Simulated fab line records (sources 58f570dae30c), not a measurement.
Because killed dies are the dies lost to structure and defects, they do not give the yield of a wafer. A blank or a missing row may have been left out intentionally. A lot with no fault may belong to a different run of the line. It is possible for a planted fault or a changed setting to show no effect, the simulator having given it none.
Matching of chambers	flow berkeleyCmos170	pecvd-03 running UCB170_SPACER_CVD_00: 3 sister chambers
The step deposits SiO2 from TEOS/O2, target thk 376 nm, time 47 s. 6 wafers are shown with their chamber, then 8 later ones without.

## WAFERS, EACH WITH ITS CHAMBER
wafer	chamber	heaterPowerW (W)
L138.1	0	281
L138.5	1	355
L140.2	2	371
L140.5	0	281
L140.6	2	263
L141.1	1	466

## WAFERS WHOSE CHAMBER IS MISSING
wafer	heaterPowerW (W)
L141.2	214
L141.5	234
L144.2	429
L144.3	207
L144.6	307
L147.1	248
L147.2	454
L147.5	460

## EACH ONE'S CHAMBER
wafer	from the rows above	in truth
L141.2	can't be placed: 0 or 2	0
L141.5	can't be placed: 0 or 2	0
L144.2	can't be placed: 1 or 2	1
L144.3	can't be placed: 0 or 2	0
L144.6	can't be placed: 2 or 0 or 1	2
L147.1	can't be placed: 0 or 2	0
L147.2	can't be placed: 1 or 2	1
L147.5	can't be placed: 1 or 2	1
Correctly placed: 0 of 8. Can't be placed from these rows: 8 (the true chamber is among the candidates in 8). 0 placed wrongly.
How it was worked out, from the rows above alone: a wafer's distance from a chamber is the root of the sum, over the readings, of the square of ((its reading less the chamber's mean) divided by the reading's scatter). If the next closest chamber is less than 2 further off than the closest, the wafer can't be placed; otherwise it belongs to the closest. Each chamber's mean is taken over the wafers shown for it. How the scatter is found: for the shown wafers, subtract from each reading the mean of its chamber, square and add these, divide the total by (wafers less chambers), then take the root.
